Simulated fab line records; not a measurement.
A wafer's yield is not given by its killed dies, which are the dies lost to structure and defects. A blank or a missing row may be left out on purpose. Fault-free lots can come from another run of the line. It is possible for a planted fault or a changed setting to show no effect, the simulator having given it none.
fab line records | flow berkeley_cmos170
[record] lots = 14 wafers = 42 last_day = 12
route steps=331 shown FIELD@96 PVT@122 CONTACT@224
lots with no fault: from the same line, run without faults
start_h: start of the lot's first displayed wafer, in hours after the record's first day | wait_h: hours since the lot's step before | " same as the row above | L1.1+2: one row covering several wafers at once | - either no value or no given start | * or withheld: withheld | < > ~ a bound
route shown NAME@n: NAME is a module with steps in the file, n the number in the route of the first one | usual: the fault-free wafers' mean and standard deviation | same: alike in all rows | chamber/n: place in a boat | sites: readings site by site | _std_site: their standard deviation | _edge_site: the outer-site mean with the inner-site mean subtracted | radius_mm: for every site, how far away it sits from the centre of the wafer | mask NAME#n: copy n | behind: the tool/chamber that last shaped the wafer | hold: why the lot was held/for how many hours/how that ended | device: whichever transistor did not switch (one of n, p or np) | end of line: the route-end tests of the same wafers | step lacking rows: just its recipe | killed: not the wafer's yield, but the dies lost to structure and defects at the first sort | map: a wafer's dies, x killed, . not, _ none there
set.NAME: the setting the step ran with; set.NAME@STEP: the setting that earlier step ran with | model.NAME: the simulator's own value behind a step, which no gauge read
route steps across a sampled set of lots; one table per step, one row per wafer
services: a tool's chamber out of use, with start hour (start_h, from the record's first day; less than 0 if before it), hours out, and reason
[[steps]]
[step UCB170_FIELD_THK_MEAS_90]
[recipe] reads = SiO2_of_FIELD_OXIDATION_01
[usual] FIELD_OXIDE_LEFT_1_THK = 447/11
// columns lot.wafer tool chamber start_h wait_h FIELD_OXIDE_LEFT_1_THK[nm]
L584.1 film_metro-04 - 97.49 0.0 452
L584.2 " - " " 450
L584.6 " - " " 452
L585.2 film_metro-03 - 97.50 0.0 447
L585.3 " - " " 452
L585.5 " - " " 444
L587.1 film_metro-02 - 111.67 0.0 458
L587.5 " - " " 453
L587.6 " - " " 465
L589.1 film_metro-04 - 115.43 0.0 460
L589.2 " - " " 470
L589.4 " - " " 461
L590.2 film_metro-04 - 118.86 0.0 453
L590.3 " - " " 451
L590.6 " - " " 451
L591.2 film_metro-02 - 134.19 0.0 429
L591.3 " - " " 432
L591.6 " - " " 437
L593.2 film_metro-02 - 142.14 0.0 429
L593.3 " - " " 433
L593.4 " - " " 435
L597.4 film_metro-02 - 167.51 0.0 463
L597.5 " - " " 469
L597.6 " - " " 464
L600.2 film_metro-04 - 193.27 0.0 453
L600.4 " - " " 435
L600.6 " - " " 446
L601.2 film_metro-02 - 193.27 0.0 449
L601.3 " - " " 445
L601.4 " - " " 445
L602.2 film_metro-03 - 210.59 0.0 455
L602.4 " - " " 441
L602.5 " - " " 443
L605.2 film_metro-04 - 210.59 0.0 465
L605.4 " - " " 453
L605.5 " - " " 449
L604.4 film_metro-02 - 210.61 0.0 460
L604.5 " - " " 463
L604.6 " - " " 456
L606.1 film_metro-03 - 221.89 0.1 452
L606.2 " - " " 454
L606.6 " - " " 451
[step UCB170_PVT_IMPLANT_07]
[recipe] species = P dose_cm2 = 2e+12 energy_kev = 30 tilt_deg = 7
[usual] beam_on_s = 10.00/0.22 dose_ions_cm2 = 1.9997e+12/2.1e+09 faraday_current_uA = 6.34/0.14
// columns lot.wafer tool chamber start_h wait_h beam_on_s dose_ions_cm2 faraday_current_uA
L584.1 implanter-02 0 114.03 0.0 9.55 2.0027e+12 6.66
L584.2 " 0 " " 9.90 2.0012e+12 6.38
L584.6 " 0 " " 9.93 1.9999e+12 6.40
L585.2 implanter-01 0 114.09 0.0 10.28 1.9991e+12 6.18
L585.3 " 0 " " 10.17 2e+12 6.24
L585.5 " 0 " " 10.46 1.9975e+12 6.07
L587.1 implanter-02 0 130.14 0.0 9.85 2.0009e+12 6.49
L587.5 " 0 " " 10.01 2.0004e+12 6.36
L587.6 " 0 " " 10.20 2.0009e+12 6.24
L590.2 implanter-02 0 137.58 0.0 9.89 1.9969e+12 6.39
L590.3 " 0 " " 9.79 2.0005e+12 6.46
L590.6 " 0 " " 9.83 1.9982e+12 6.44
L589.1 implanter-01 0 137.94 0.0 10.12 1.9975e+12 6.29
L589.2 " 0 " " 9.64 1.9978e+12 6.58
L589.4 " 0 " " 10.16 1.9945e+12 6.23
L591.2 implanter-02 0 154.74 0.0 10.09 1.3363e+12 4.21
L591.3 " 0 " " 10.20 1.3391e+12 4.16
L591.6 " 0 " " 10.10 1.3372e+12 4.21
L593.2 implanter-02 0 163.97 0.0 10.00 1.339e+12 4.26
L593.3 " 0 " " 9.64 1.3416e+12 4.40
L593.4 " 0 " " 9.77 1.3398e+12 4.33
L597.4 implanter-01 0 182.43 0.1 9.75 2.0005e+12 6.48
L597.5 " 0 " " 10.25 2.001e+12 6.15
L597.6 " 0 " " 10.26 1.999e+12 6.21
L600.2 implanter-01 0 207.65 0.0 10.10 2.0024e+12 6.29
L600.4 " 0 " " 10.51 2.0004e+12 6.01
L600.6 " 0 " " 9.99 1.9983e+12 6.32
L601.2 implanter-04 0 207.97 0.0 10.13 1.9998e+12 6.26
L601.3 " 0 " " 10.02 1.9958e+12 6.34
L601.4 " 0 " " 10.07 1.9992e+12 6.31
L605.2 implanter-04 0 225.11 0.0 10.10 1.9953e+12 6.28
L605.4 " 0 " " 9.81 1.9971e+12 6.44
L605.5 " 0 " " 9.78 1.9995e+12 6.47
L604.4 implanter-02 0 226.42 0.1 9.98 2.0018e+12 6.37
L604.5 " 0 " " 9.66 2.001e+12 6.56
L604.6 " 0 " " 9.87 2.0038e+12 6.43
L602.2 implanter-04 0 226.52 0.0 9.90 1.9956e+12 6.38
L602.4 " 0 " " 10.16 1.9993e+12 6.29
L602.5 " 0 " " 10.28 2.0002e+12 6.18
L606.1 implanter-01 0 232.17 0.0 10.20 2.0005e+12 6.24
L606.2 " 0 " " 10.03 2.0003e+12 6.32
L606.6 " 0 " " 9.78 1.9998e+12 6.47
[step UCB170_PVT_TW_MEAS_09]
[usual] PVT_TW = 509/3.2
// columns lot.wafer tool chamber start_h wait_h PVT_TW
L584.1 film_metro-04 - 114.28 0.1 509
L584.2 " - " " 510
L584.6 " - " " 508
L585.2 film_metro-02 - 114.32 0.1 514
L585.3 " - " " 511
L585.5 " - " " 512
L587.1 film_metro-04 - 130.39 0.1 504
L587.5 " - " " 506
L587.6 " - " " 507
L590.2 film_metro-04 - 137.82 0.1 507
L590.3 " - " " 504
L590.6 " - " " 506
L589.1 film_metro-03 - 138.19 0.1 508
L589.2 " - " " 508
L589.4 " - " " 509
L591.2 film_metro-03 - 154.97 0.1 452
L591.3 " - " " 450
L591.6 " - " " 455
L593.2 film_metro-02 - 164.20 0.1 454
L593.3 " - " " 453
L593.4 " - " " 455
L597.4 film_metro-04 - 182.63 0.1 507
L597.5 " - " " 506
L597.6 " - " " 506
L600.2 film_metro-03 - 207.88 0.1 508
L600.4 " - " " 507
L600.6 " - " " 510
L601.2 film_metro-02 - 208.20 0.1 512
L601.3 " - " " 513
L601.4 " - " " 511
L605.2 film_metro-03 - 225.35 0.1 510
L605.4 " - " " 511
L605.5 " - " " 510
L604.4 film_metro-04 - 226.63 0.1 506
L604.5 " - " " 506
L604.6 " - " " 504
L602.2 film_metro-03 - 226.76 0.1 510
L602.4 " - " " 509
L602.5 " - " " 510
L606.1 film_metro-04 - 232.42 0.1 505
L606.2 " - " " 505
L606.6 " - " " 507
[step UCB170_CONTACT_RTA_08]
[recipe] temp_c = 900 time_s = 10 ambient = N2
[usual] lamp_power_pct = 25.3/0.83 wafer_temp_C_max = 904.9/0.9
// columns lot.wafer tool chamber start_h wait_h lamp_power_pct wafer_temp_C_max
L584.1 rtp_anneal-02 0 146.76 0.0 24.6 906.6
L584.2 " 0 " " 24.6 905.2
L584.6 " 0 " " 24.6 905.5
L585.2 rtp_anneal-01 0 147.53 0.0 26.2 903.1
L585.3 " 0 " " 26.3 905.9
L585.5 " 0 " " 26.2 904.9
L587.1 rtp_anneal-01 0 160.71 0.0 26.2 906.0
L587.5 " 0 " " 26.3 904.0
L587.6 " 0 " " 26.2 904.6
L589.1 rtp_anneal-02 0 172.43 0.0 24.6 903.2
L589.2 " 0 " " 24.6 904.9
L589.4 " 0 " " 24.6 905.9
L590.2 rtp_anneal-01 0 173.63 0.0 26.2 905.7
L590.3 " 0 " " 26.2 906.3
L590.6 " 0 " " 26.2 904.0
L591.2 rtp_anneal-02 0 182.96 0.0 24.6 904.4
L591.3 " 0 " " 24.6 907.3
L591.6 " 0 " " 24.6 904.5
L593.2 rtp_anneal-02 0 200.59 0.0 24.6 904.1
L593.3 " 0 " " 24.5 904.5
L593.4 " 0 " " 24.6 906.9
L597.4 rtp_anneal-01 0 216.46 0.0 26.2 904.9
L597.5 " 0 " " 26.2 905.0
L597.6 " 0 " " 26.2 904.7
L600.2 rtp_anneal-02 0 235.96 0.0 24.6 906.7
L600.4 " 0 " " 24.6 906.0
L600.6 " 0 " " 24.6 905.0
L601.2 rtp_anneal-02 0 237.81 0.1 24.6 904.2
L601.3 " 0 " " 24.5 904.5
L601.4 " 0 " " 24.6 903.9
L604.4 rtp_anneal-01 0 257.26 0.0 26.3 904.2
L604.5 " 0 " " 26.3 903.7
L604.6 " 0 " " 26.3 903.4
L605.2 rtp_anneal-01 0 259.22 0.0 26.2 905.2
L605.4 " 0 " " 26.2 904.1
L605.5 " 0 " " 26.2 904.3
L602.2 rtp_anneal-02 0 259.39 0.0 24.6 904.3
L602.4 " 0 " " 24.6 905.7
L602.5 " 0 " " 24.6 903.6
L606.1 rtp_anneal-02 0 263.50 0.0 24.6 904.3
L606.2 " 0 " " 24.6 903.6
L606.6 " 0 " " 24.6 905.4
[step UCB170_CONTACT_STRIP_19]
[recipe] chemistry = O2 power_w = 400 pressure_mtorr = 3500 platen_temp_c = withheld o2_flow_sccm = 400 overash_fraction = 0.5
[usual] drypump_motor_current_A = 5.9/0.4 oes_product_au = 0.725/0.004
// columns lot.wafer tool chamber start_h wait_h drypump_motor_current_A oes_product_au rf_hours_counter_h
L584.1 plasma_asher-04 0 147.99 - 6.6 0.728 45
L584.2 " 1 " " 5.5 0.719 45
L584.6 " 1 " " 5.5 0.722 -
L585.2 plasma_asher-03 1 148.88 - 6.1 0.720 35
L585.3 " 0 " " 6.1 0.731 -
L585.5 " 0 " " 6.1 0.728 -
L587.1 plasma_asher-01 0 161.99 - 5.5 0.728 46
L587.5 " 0 " " 5.5 0.732 -
L587.6 " 1 " " 5.6 0.724 -
L589.1 plasma_asher-04 1 174.16 - 5.6 0.730 47
L589.2 " 0 " " 6.6 0.726 47
L589.4 " 1 " " 5.6 0.721 -
L590.2 plasma_asher-03 0 174.97 - 6.1 0.725 38
L590.3 " 0 " " 6.1 0.723 -
L590.6 " 1 " " 6.1 0.731 -
L591.2 plasma_asher-01 0 184.18 - 5.5 0.724 48
L591.3 " 1 " " 5.6 0.727 -
L591.6 " 0 " " 5.5 0.731 -
L593.2 plasma_asher-04 0 202.31 - 6.6 0.724 50
L593.3 " 1 " " 5.6 0.729 -
L593.4 " 0 " " 6.6 0.722 -
L597.4 plasma_asher-03 1 219.48 - 6.1 0.723 -
L597.5 " 0 " " 6.1 0.724 -
L597.6 " 1 " " 6.1 0.720 -
L600.2 plasma_asher-01 1 237.32 - 5.6 0.726 54
L600.4 " 1 " " 5.6 0.720 -
L600.6 " 1 " " 5.6 0.726 -
L601.2 plasma_asher-01 0 239.25 - 5.5 0.722 54
L601.3 " 1 " " 5.6 0.727 -
L601.4 " 0 " " 5.5 0.723 -
L604.4 plasma_asher-04 1 258.96 - 5.6 0.727 -
L604.5 " 1 " " 5.5 0.719 -
L604.6 " 0 " " 6.6 0.728 -
L605.2 plasma_asher-04 0 260.84 - 6.5 0.721 57
L605.4 " 0 " " 6.5 0.720 -
L605.5 " 0 " " 6.6 0.724 -
L602.2 plasma_asher-01 1 261.08 - 5.6 0.721 57
L602.4 " 1 " " 5.6 0.716 -
L602.5 " 0 " " 5.5 0.717 -
L606.1 plasma_asher-03 1 264.86 - 6.1 0.729 48
L606.2 " 0 " " 6.1 0.721 48
L606.6 " 1 " " 6.1 0.728 -
[[services]]
// columns tool chamber start_h hours kind
plasma_asher-03 - 100.41 2.8 pm
implanter-04 - 110.89 2.0 repair
plasma_asher-01 - 126.05 2.8 pm
plasma_asher-01 - 141.20 1.2 repair
implanter-01 - 153.64 1.9 repair
implanter-01 - 161.00 7.0 repair
implanter-02 - 171.16 5.3 pm
implanter-04 - 179.81 3.1 pm
implanter-02 - 204.95 5.9 repair
rtp_anneal-01 - 235.54 3.7 pm
implanter-04 - 235.80 0.8 repair
implanter-02 - 242.45 5.3 repair
plasma_asher-03 - 242.82 0.3 repair
implanter-01 - 247.08 2.5 repair
implanter-04 - 256.99 4.6 repair
[[key]]
[first_sign] step = UCB170_PVT_IMPLANT_07 reading = dose_ions_cm2 direction = down sigmas = 99+ usual = 1.9997e+12 struck = 1.3388e+12
[effect] step = UCB170_PVT_IMPLANT_07 reading = faraday_current_uA direction = down sigmas = 15 usual = 6.34 struck = 4.26
[effect] step = UCB170_PVT_TW_MEAS_09 reading = PVT_TW direction = down sigmas = 18 usual = 509 struck = 453
met_at UCB170_PVT_IMPLANT_07
struck_lots L591,L593
tester_left_out L591,L593
not_acting_at UCB170_FIELD_THK_MEAS_90,UCB170_CONTACT_RTA_08,UCB170_CONTACT_STRIP_19
onset_between 137.58 154.74
[fault] kind = process_parameter_drift tool = implanter-02 chamber = - onset_h = 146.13 steps = UCB170_PVT_IMPLANT_07 channel = dose_cm2 offset = -6.6e+11 shape = step end_h = 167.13 acts_in = these_recipes_only stated = 2e+12
// tester_left_out: of these lots the tester's yield and bins aren't shown, on N5 and GAA mostly nor the transistor test; their killed dies are dies lost to structure and defects alone, not to doping, threshold or leakage, so they don't give the yield
